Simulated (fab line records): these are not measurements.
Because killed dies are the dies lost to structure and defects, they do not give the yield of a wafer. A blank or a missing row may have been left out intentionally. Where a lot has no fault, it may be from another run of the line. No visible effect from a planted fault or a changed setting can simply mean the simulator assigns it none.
fab line records :: flow berkeleyCmos170 :: part 2 of 2: steps 26 to 36 of 36
record
  lots=5
  wafers=15
  lastDay=11
route steps=331 shown CONTACT@233 M1@238 V1@254
lots that met no fault: from a run of the same line without faults
startH: the number of hours between the record's first day and the start of the first shown wafer of the lot :: waitH: time in hours since the lot's previous step :: " repeats the value in the row above :: L1.1+2: one row covering several wafers at once :: - value missing, or start not given :: * or withheld: withheld :: < > ~ a bound
route shown NAME@n: NAME is a module with steps in the file, n the number in the route of the first one :: usual: mean/standard deviation taken from wafers without a fault :: same: alike in all rows :: chamber/n: place in a boat :: sites: per-site readings :: _std_site: their standard deviation :: _edge_site: outer sites' mean less inner sites' :: radiusMm: how far each site lies from the wafer's centre :: mask NAME#n: copy n :: behind: the most recent tool/chamber to have shaped the wafer :: hold: what put the lot on hold/how long, in hours/how the hold closed :: device: whichever transistor did not switch (one of n, p or np) :: end of line: tests run on the same wafers once the route is complete :: a step without rows: its recipe alone :: killed: dies that structure and defects cost at the first sort, which is not the same as the wafer's yield :: map: a wafer's dies, marking killed ones x, the rest . and places with no die _
set.NAME: the setting as run; set.NAME@STEP: as run at that earlier step :: model.NAME: the simulator's own value behind a step, which no gauge read
certain route steps with their lots: each step a table, each wafer a row
services: the hour from which a tool's chamber was out of use, counted from the record's first day as startH (under 0 if before that day), plus the number of hours and why
## steps
# step UCB170_V1_THK_MEAS_04
# recipe
  reads=SiO2_of_V1_CVD_00
# usual
  V1_POLISHED_THK=999.2/1.2
lot.wafer: L082.1
tool: filmMetro-03
chamber: -
startH: 199.57
waitH: 0.1
V1_POLISHED_THK[nm]: 999.7

lot.wafer: L082.4
tool: filmMetro-03
chamber: -
startH: 199.57
waitH: 0.1
V1_POLISHED_THK[nm]: 998.8

lot.wafer: L082.6
tool: filmMetro-03
chamber: -
startH: 199.57
waitH: 0.1
V1_POLISHED_THK[nm]: 1001.2

lot.wafer: L088.1
tool: filmMetro-03
chamber: -
startH: 223.45
waitH: 0.1
V1_POLISHED_THK[nm]: 998.5

lot.wafer: L088.3
tool: filmMetro-03
chamber: -
startH: 223.45
waitH: 0.1
V1_POLISHED_THK[nm]: 999.0

lot.wafer: L088.4
tool: filmMetro-03
chamber: -
startH: 223.45
waitH: 0.1
V1_POLISHED_THK[nm]: 997.8

lot.wafer: L095.1
tool: filmMetro-03
chamber: -
startH: 248.78
waitH: 0.1
V1_POLISHED_THK[nm]: 1000.8

lot.wafer: L095.2
tool: filmMetro-03
chamber: -
startH: 248.78
waitH: 0.1
V1_POLISHED_THK[nm]: 1000.0

lot.wafer: L095.3
tool: filmMetro-03
chamber: -
startH: 248.78
waitH: 0.1
V1_POLISHED_THK[nm]: 999.4

lot.wafer: L093.2
tool: filmMetro-02
chamber: -
startH: 249.09
waitH: 0.1
V1_POLISHED_THK[nm]: 997.6

lot.wafer: L093.3
tool: filmMetro-02
chamber: -
startH: 249.09
waitH: 0.1
V1_POLISHED_THK[nm]: 997.5

lot.wafer: L093.4
tool: filmMetro-02
chamber: -
startH: 249.09
waitH: 0.1
V1_POLISHED_THK[nm]: 999.1

lot.wafer: L097.1
tool: filmMetro-02
chamber: -
startH: 263.57
waitH: 0.1
V1_POLISHED_THK[nm]: 998.1

lot.wafer: L097.3
tool: filmMetro-02
chamber: -
startH: 263.57
waitH: 0.1
V1_POLISHED_THK[nm]: 999.0

lot.wafer: L097.4
tool: filmMetro-02
chamber: -
startH: 263.57
waitH: 0.1
V1_POLISHED_THK[nm]: 1000.2
# step UCB170_V1_CLEAN_05
# recipe
  chemistry=DIW
lot.wafer: L082.1+4+6
tool: wetBench-03
chamber: 0
startH: 199.63
waitH: 0.1

lot.wafer: L088.1+3+4
tool: wetBench-04
chamber: 3
startH: 223.51
waitH: 0.1

lot.wafer: L095.1+2+3
tool: wetBench-03
chamber: 0
startH: 248.88
waitH: 0.1

lot.wafer: L093.2+3+4
tool: wetBench-03
chamber: 0
startH: 249.14
waitH: 0.0

lot.wafer: L097.1+3+4
tool: wetBench-03
chamber: 1
startH: 263.74
waitH: 0.2
# step UCB170_V1_HMDS_06
# recipe
  primeTimeS=60
  primeTempC=100
lot.wafer: L082.1+4+6
tool: lithoTrack-01
chamber: 0
startH: 199.94
waitH: 0.1

lot.wafer: L088.1+3+4
tool: lithoTrack-02
chamber: 0
startH: 223.93
waitH: 0.2

lot.wafer: L095.1+2+3
tool: lithoTrack-02
chamber: 0
startH: 249.67
waitH: 0.6

lot.wafer: L093.2+3+4
tool: lithoTrack-01
chamber: 0
startH: 249.80
waitH: 0.5

lot.wafer: L097.1+3+4
tool: lithoTrack-03
chamber: 0
startH: 263.92
waitH: 0.0
# step UCB170_V1_COAT_07
# recipe
  resist=KrF
  spinRpm=1500
  resistThkNm=900
# usual
  spinSpeedRpm=1500.1/1
lot.wafer: L082.1
tool: lithoTrack-01
chamber: 0
startH: 200.09
waitH: 0.1
spinSpeedRpm: 1500.2

lot.wafer: L082.4
tool: lithoTrack-01
chamber: 0
startH: 200.09
waitH: 0.1
spinSpeedRpm: 1499.6

lot.wafer: L082.6
tool: lithoTrack-01
chamber: 0
startH: 200.09
waitH: 0.1
spinSpeedRpm: 1499.6

lot.wafer: L088.1
tool: lithoTrack-02
chamber: 0
startH: 224.08
waitH: 0.1
spinSpeedRpm: 1499.3

lot.wafer: L088.3
tool: lithoTrack-02
chamber: 0
startH: 224.08
waitH: 0.1
spinSpeedRpm: 1500.7

lot.wafer: L088.4
tool: lithoTrack-02
chamber: 0
startH: 224.08
waitH: 0.1
spinSpeedRpm: 1499.2

lot.wafer: L095.1
tool: lithoTrack-02
chamber: 0
startH: 249.82
waitH: 0.1
spinSpeedRpm: 1498.3

lot.wafer: L095.2
tool: lithoTrack-02
chamber: 0
startH: 249.82
waitH: 0.1
spinSpeedRpm: 1499.9

lot.wafer: L095.3
tool: lithoTrack-02
chamber: 0
startH: 249.82
waitH: 0.1
spinSpeedRpm: 1500.4

lot.wafer: L093.2
tool: lithoTrack-01
chamber: 0
startH: 249.95
waitH: 0.1
spinSpeedRpm: 1500.9

lot.wafer: L093.3
tool: lithoTrack-01
chamber: 0
startH: 249.95
waitH: 0.1
spinSpeedRpm: 1500.2

lot.wafer: L093.4
tool: lithoTrack-01
chamber: 0
startH: 249.95
waitH: 0.1
spinSpeedRpm: 1500.2

lot.wafer: L097.1
tool: lithoTrack-03
chamber: 0
startH: 264.07
waitH: 0.1
spinSpeedRpm: 1498.1

lot.wafer: L097.3
tool: lithoTrack-03
chamber: 0
startH: 264.07
waitH: 0.1
spinSpeedRpm: 1497.5

lot.wafer: L097.4
tool: lithoTrack-03
chamber: 0
startH: 264.07
waitH: 0.1
spinSpeedRpm: 1498.7
# step UCB170_V1_SOFTBAKE_08
# recipe
  resist=KrF
  tempC=130
  timeS=60
lot.wafer: L082.1+4+6
tool: lithoTrack-01
chamber: 0
startH: 200.24
waitH: 0.1

lot.wafer: L088.1+3+4
tool: lithoTrack-02
chamber: 0
startH: 224.23
waitH: 0.1

lot.wafer: L095.1+2+3
tool: lithoTrack-02
chamber: 0
startH: 249.97
waitH: 0.1

lot.wafer: L093.2+3+4
tool: lithoTrack-01
chamber: 0
startH: 250.10
waitH: 0.1

lot.wafer: L097.1+3+4
tool: lithoTrack-03
chamber: 0
startH: 264.22
waitH: 0.1
# step UCB170_V1_EXPOSE_09
# recipe
  maskId=VIA1
  targetCdNm=700
  na=0.5
  sigmaOuter=0.6
  sourceShape=conventional
  doseMj=37
# usual
  exposureDoseMJCm2=36.96/0.038
lot.wafer: L082.1
tool: krfScanner-01
chamber: 0
startH: 200.51
waitH: 0.2
mask: VIA1#0
exposureDoseMJCm2: 36.98

lot.wafer: L082.4
tool: krfScanner-01
chamber: 0
startH: 200.51
waitH: 0.2
mask: VIA1#0
exposureDoseMJCm2: 37.00

lot.wafer: L082.6
tool: krfScanner-01
chamber: 0
startH: 200.51
waitH: 0.2
mask: VIA1#0
exposureDoseMJCm2: 36.97

lot.wafer: L088.1
tool: krfScanner-01
chamber: 0
startH: 224.50
waitH: 0.2
mask: VIA1#0
exposureDoseMJCm2: 37.00

lot.wafer: L088.3
tool: krfScanner-01
chamber: 0
startH: 224.50
waitH: 0.2
mask: VIA1#0
exposureDoseMJCm2: 36.99

lot.wafer: L088.4
tool: krfScanner-01
chamber: 0
startH: 224.50
waitH: 0.2
mask: VIA1#0
exposureDoseMJCm2: 36.93

lot.wafer: L095.1
tool: krfScanner-01
chamber: 0
startH: 250.34
waitH: 0.3
mask: VIA1#0
exposureDoseMJCm2: 36.91

lot.wafer: L095.2
tool: krfScanner-01
chamber: 0
startH: 250.34
waitH: 0.3
mask: VIA1#0
exposureDoseMJCm2: 36.95

lot.wafer: L095.3
tool: krfScanner-01
chamber: 0
startH: 250.34
waitH: 0.3
mask: VIA1#0
exposureDoseMJCm2: 36.93

lot.wafer: L093.2
tool: krfScanner-02
chamber: 0
startH: 250.64
waitH: 0.5
mask: VIA1#0
exposureDoseMJCm2: 36.91

lot.wafer: L093.3
tool: krfScanner-02
chamber: 0
startH: 250.64
waitH: 0.5
mask: VIA1#0
exposureDoseMJCm2: 36.95

lot.wafer: L093.4
tool: krfScanner-02
chamber: 0
startH: 250.64
waitH: 0.5
mask: VIA1#0
exposureDoseMJCm2: 36.96

lot.wafer: L097.1
tool: krfScanner-02
chamber: 0
startH: 264.56
waitH: 0.3
mask: VIA1#0
exposureDoseMJCm2: 36.98

lot.wafer: L097.3
tool: krfScanner-02
chamber: 0
startH: 264.56
waitH: 0.3
mask: VIA1#0
exposureDoseMJCm2: 36.98

lot.wafer: L097.4
tool: krfScanner-02
chamber: 0
startH: 264.56
waitH: 0.3
mask: VIA1#0
exposureDoseMJCm2: 36.96
# step UCB170_V1_PEB_10
# recipe
  pebTempC=130
  pebTimeS=withheld
  resist=KrF
lot.wafer: L082.1+4+6
tool: lithoTrack-01
chamber: 0
startH: 200.84
waitH: 0.3

lot.wafer: L088.1+3+4
tool: lithoTrack-03
chamber: 0
startH: 224.62
waitH: 0.1

lot.wafer: L095.1+2+3
tool: lithoTrack-02
chamber: 0
startH: 251.12
waitH: 0.8

lot.wafer: L093.2+3+4
tool: lithoTrack-01
chamber: 0
startH: 251.15
waitH: 0.5

lot.wafer: L097.1+3+4
tool: lithoTrack-01
chamber: 0
startH: 264.67
waitH: 0.1
# step UCB170_V1_DEVELOP_11
# recipe
  developer=TMAH
  developTimeS=45
  resist=KrF
  devTempC=21
# usual
  developerTempC=20.99/0.12
lot.wafer: L082.1
tool: lithoTrack-01
chamber: 0
startH: -
waitH: -
developerTempC: 21.17

lot.wafer: L082.4
tool: lithoTrack-01
chamber: 0
startH: -
waitH: -
developerTempC: 21.22

lot.wafer: L082.6
tool: lithoTrack-01
chamber: 0
startH: -
waitH: -
developerTempC: 21.23

lot.wafer: L088.1
tool: lithoTrack-03
chamber: 0
startH: -
waitH: -
developerTempC: 21.09

lot.wafer: L088.3
tool: lithoTrack-03
chamber: 0
startH: -
waitH: -
developerTempC: 20.97

lot.wafer: L088.4
tool: lithoTrack-03
chamber: 0
startH: -
waitH: -
developerTempC: 20.90

lot.wafer: L095.1
tool: lithoTrack-02
chamber: 0
startH: -
waitH: -
developerTempC: 21.10

lot.wafer: L095.2
tool: lithoTrack-02
chamber: 0
startH: -
waitH: -
developerTempC: 21.15

lot.wafer: L095.3
tool: lithoTrack-02
chamber: 0
startH: -
waitH: -
developerTempC: 21.09

lot.wafer: L093.2
tool: lithoTrack-01
chamber: 0
startH: -
waitH: -
developerTempC: 21.10

lot.wafer: L093.3
tool: lithoTrack-01
chamber: 0
startH: -
waitH: -
developerTempC: 21.09

lot.wafer: L093.4
tool: lithoTrack-01
chamber: 0
startH: -
waitH: -
developerTempC: 21.01

lot.wafer: L097.1
tool: lithoTrack-01
chamber: 0
startH: -
waitH: -
developerTempC: 21.03

lot.wafer: L097.3
tool: lithoTrack-01
chamber: 0
startH: -
waitH: -
developerTempC: 20.87

lot.wafer: L097.4
tool: lithoTrack-01
chamber: 0
startH: -
waitH: -
developerTempC: 20.94
# step UCB170_V1_CD_MEAS_12
# recipe
  targetCdNm=700
# usual
  cdNm=699.6/1.3
lot.wafer: L082.1
tool: cdSem-02
chamber: -
startH: 201.11
waitH: -
cdNm: 700.8

lot.wafer: L082.4
tool: cdSem-02
chamber: -
startH: 201.11
waitH: -
cdNm: 699.5

lot.wafer: L082.6
tool: cdSem-02
chamber: -
startH: 201.11
waitH: -
cdNm: 700.2

lot.wafer: L088.1
tool: cdSem-02
chamber: -
startH: 224.89
waitH: -
cdNm: 700.8

lot.wafer: L088.3
tool: cdSem-02
chamber: -
startH: 224.89
waitH: -
cdNm: 700.8

lot.wafer: L088.4
tool: cdSem-02
chamber: -
startH: 224.89
waitH: -
cdNm: 700.8

lot.wafer: L095.1
tool: cdSem-02
chamber: -
startH: 251.39
waitH: -
cdNm: 700.4

lot.wafer: L095.2
tool: cdSem-02
chamber: -
startH: 251.39
waitH: -
cdNm: 701.3

lot.wafer: L095.3
tool: cdSem-02
chamber: -
startH: 251.39
waitH: -
cdNm: 700.8

lot.wafer: L093.2
tool: cdSem-01
chamber: -
startH: 251.52
waitH: -
cdNm: 700.2

lot.wafer: L093.3
tool: cdSem-01
chamber: -
startH: 251.52
waitH: -
cdNm: 701.6

lot.wafer: L093.4
tool: cdSem-01
chamber: -
startH: 251.52
waitH: -
cdNm: 701.3

lot.wafer: L097.1
tool: cdSem-02
chamber: -
startH: 264.95
waitH: -
cdNm: 698.5

lot.wafer: L097.3
tool: cdSem-02
chamber: -
startH: 264.95
waitH: -
cdNm: 699.7

lot.wafer: L097.4
tool: cdSem-02
chamber: -
startH: 264.95
waitH: -
cdNm: 698.8
# step UCB170_V1_OVL_MEAS_13
# usual
  V1_OVL=0/6
lot.wafer: L082.1
tool: overlay-02
chamber: -
startH: 201.23
waitH: 0.1
V1_OVL[nm]: -3

lot.wafer: L082.4
tool: overlay-02
chamber: -
startH: 201.23
waitH: 0.1
V1_OVL[nm]: -11

lot.wafer: L082.6
tool: overlay-02
chamber: -
startH: 201.23
waitH: 0.1
V1_OVL[nm]: -9

lot.wafer: L088.1
tool: overlay-02
chamber: -
startH: 225.01
waitH: 0.1
V1_OVL[nm]: 9

lot.wafer: L088.3
tool: overlay-02
chamber: -
startH: 225.01
waitH: 0.1
V1_OVL[nm]: 8

lot.wafer: L088.4
tool: overlay-02
chamber: -
startH: 225.01
waitH: 0.1
V1_OVL[nm]: 0

lot.wafer: L095.1
tool: overlay-02
chamber: -
startH: 251.51
waitH: 0.1
V1_OVL[nm]: 0

lot.wafer: L095.2
tool: overlay-02
chamber: -
startH: 251.51
waitH: 0.1
V1_OVL[nm]: -9

lot.wafer: L095.3
tool: overlay-02
chamber: -
startH: 251.51
waitH: 0.1
V1_OVL[nm]: 0

lot.wafer: L093.2
tool: overlay-02
chamber: -
startH: 251.62
waitH: 0.1
V1_OVL[nm]: -2

lot.wafer: L093.3
tool: overlay-02
chamber: -
startH: 251.62
waitH: 0.1
V1_OVL[nm]: -2

lot.wafer: L093.4
tool: overlay-02
chamber: -
startH: 251.62
waitH: 0.1
V1_OVL[nm]: 0

lot.wafer: L097.1
tool: overlay-01
chamber: -
startH: 265.07
waitH: 0.1
V1_OVL[nm]: -9

lot.wafer: L097.3
tool: overlay-01
chamber: -
startH: 265.07
waitH: 0.1
V1_OVL[nm]: 0

lot.wafer: L097.4
tool: overlay-01
chamber: -
startH: 265.07
waitH: 0.1
V1_OVL[nm]: -6
# step UCB170_V1_ETCH_14
# recipe
  chemistry=CHF3/CF4/Ar
  target=SiO2
  stopOn=Al
  CHF3_flow_sccm=45
  cf4FlowSccm=15
  Ar_flow_sccm=150
  pressureMtorr=200
  rfW=700
  targetDepthA=12500
  overEtchFrac=0.25
  timeS=291
# usual
  drypumpMotorCurrentA=5.8/0.39
  oesProductAu=0.874/0.011
  throttleValvePct=6.99/0.1
lot.wafer: L082.1
tool: rieDiel-02
chamber: 0
startH: 201.27
waitH: 0.0
drypumpMotorCurrentA: 5.6
oesProductAu: 0.886
rfHoursCounterH: 125
throttleValvePct: 6.97

lot.wafer: L082.4
tool: rieDiel-02
chamber: 2
startH: 201.27
waitH: 0.0
drypumpMotorCurrentA: 4.8
oesProductAu: 0.857
rfHoursCounterH: 8
throttleValvePct: 7.06

lot.wafer: L082.6
tool: rieDiel-02
chamber: 0
startH: 201.27
waitH: 0.0
drypumpMotorCurrentA: 5.6
oesProductAu: 0.878
rfHoursCounterH: -
throttleValvePct: 6.96

lot.wafer: L088.1
tool: rieDiel-01
chamber: 1
startH: 225.05
waitH: 0.0
drypumpMotorCurrentA: 6.5
oesProductAu: 0.875
rfHoursCounterH: 11
throttleValvePct: 7.07

lot.wafer: L088.3
tool: rieDiel-01
chamber: 3
startH: 225.05
waitH: 0.0
drypumpMotorCurrentA: 5.5
oesProductAu: 0.882
rfHoursCounterH: 1
throttleValvePct: 6.98

lot.wafer: L088.4
tool: rieDiel-01
chamber: 2
startH: 225.05
waitH: 0.0
drypumpMotorCurrentA: 5.9
oesProductAu: 0.872
rfHoursCounterH: 10
throttleValvePct: 7.15

lot.wafer: L095.1
tool: rieDiel-01
chamber: 3
startH: 251.55
waitH: 0.0
drypumpMotorCurrentA: 5.5
oesProductAu: 0.890
rfHoursCounterH: 2
throttleValvePct: 6.97

lot.wafer: L095.2
tool: rieDiel-01
chamber: 0
startH: 251.55
waitH: 0.0
drypumpMotorCurrentA: 5.8
oesProductAu: 0.876
rfHoursCounterH: 15
throttleValvePct: 6.98

lot.wafer: L095.3
tool: rieDiel-01
chamber: 1
startH: 251.55
waitH: 0.0
drypumpMotorCurrentA: 6.5
oesProductAu: 0.868
rfHoursCounterH: 13
throttleValvePct: 7.06

lot.wafer: L093.2
tool: rieDiel-02
chamber: 3
startH: 251.65
waitH: 0.0
drypumpMotorCurrentA: 5.4
oesProductAu: 0.859
rfHoursCounterH: 110
throttleValvePct: 6.87

lot.wafer: L093.3
tool: rieDiel-02
chamber: 2
startH: 251.65
waitH: 0.0
drypumpMotorCurrentA: 4.8
oesProductAu: 0.861
rfHoursCounterH: 10
throttleValvePct: 7.06

lot.wafer: L093.4
tool: rieDiel-02
chamber: 0
startH: 251.65
waitH: 0.0
drypumpMotorCurrentA: 5.6
oesProductAu: 0.886
rfHoursCounterH: -
throttleValvePct: 6.97

lot.wafer: L097.1
tool: rieDiel-01
chamber: 0
startH: 265.11
waitH: 0.0
drypumpMotorCurrentA: 5.9
oesProductAu: 0.865
rfHoursCounterH: 16
throttleValvePct: 6.98

lot.wafer: L097.3
tool: rieDiel-01
chamber: 3
startH: 265.11
waitH: 0.0
drypumpMotorCurrentA: 5.5
oesProductAu: 0.886
rfHoursCounterH: 3
throttleValvePct: 6.99

lot.wafer: L097.4
tool: rieDiel-01
chamber: 2
startH: 265.11
waitH: 0.0
drypumpMotorCurrentA: 5.9
oesProductAu: 0.865
rfHoursCounterH: 12
throttleValvePct: 7.17
## services
tool: krfScanner-01
chamber: -
startH: 167.23
hours: 1.0
kind: pm

tool: wetBench-03
chamber: -
startH: 171.88
hours: 2.5
kind: repair

tool: pvdSputter-01
chamber: -
startH: 180.26
hours: 4.0
kind: repair

tool: rieDiel-04
chamber: 0
startH: 180.42
hours: 4.6
kind: repair

tool: cmp-01
chamber: -
startH: 183.20
hours: 13.4
kind: pm

tool: krfScanner-01
chamber: -
startH: 183.53
hours: 1.5
kind: repair

tool: plasmaAsher-01
chamber: -
startH: 187.48
hours: 1.1
kind: repair

tool: rieDiel-01
chamber: 1
startH: 189.75
hours: 1.3
kind: repair

tool: cmp-01
chamber: -
startH: 198.32
hours: 7.8
kind: repair

tool: rieDiel-04
chamber: 3
startH: 206.57
hours: 12.4
kind: repair

tool: rieDiel-03
chamber: 3
startH: 214.04
hours: 4.2
kind: repair

tool: pvdSputter-01
chamber: -
startH: 216.48
hours: 1.6
kind: repair

tool: rieDiel-02
chamber: 0
startH: 221.58
hours: 10.5
kind: repair

tool: krfScanner-02
chamber: -
startH: 222.08
hours: 1.0
kind: pm

tool: krfScanner-01
chamber: -
startH: 223.17
hours: 0.8
kind: pm

tool: rieDiel-04
chamber: 3
startH: 223.41
hours: 2.8
kind: repair

tool: krfScanner-01
chamber: -
startH: 236.37
hours: 7.6
kind: repair

tool: rieDiel-02
chamber: 1
startH: 240.30
hours: 14.9
kind: repair

tool: krfScanner-01
chamber: -
startH: 240.92
hours: 4.2
kind: repair

tool: rieDiel-02
chamber: 0
startH: 242.12
hours: 8.2
kind: repair

tool: rieDiel-03
chamber: 3
startH: 243.86
hours: 3.6
kind: repair

tool: pvdSputter-01
chamber: -
startH: 247.67
hours: 0.6
kind: repair

tool: furnace-01
chamber: -
startH: 253.81
hours: 2.7
kind: pm

tool: rieDiel-03
chamber: 1
startH: 260.39
hours: 7.2
kind: repair
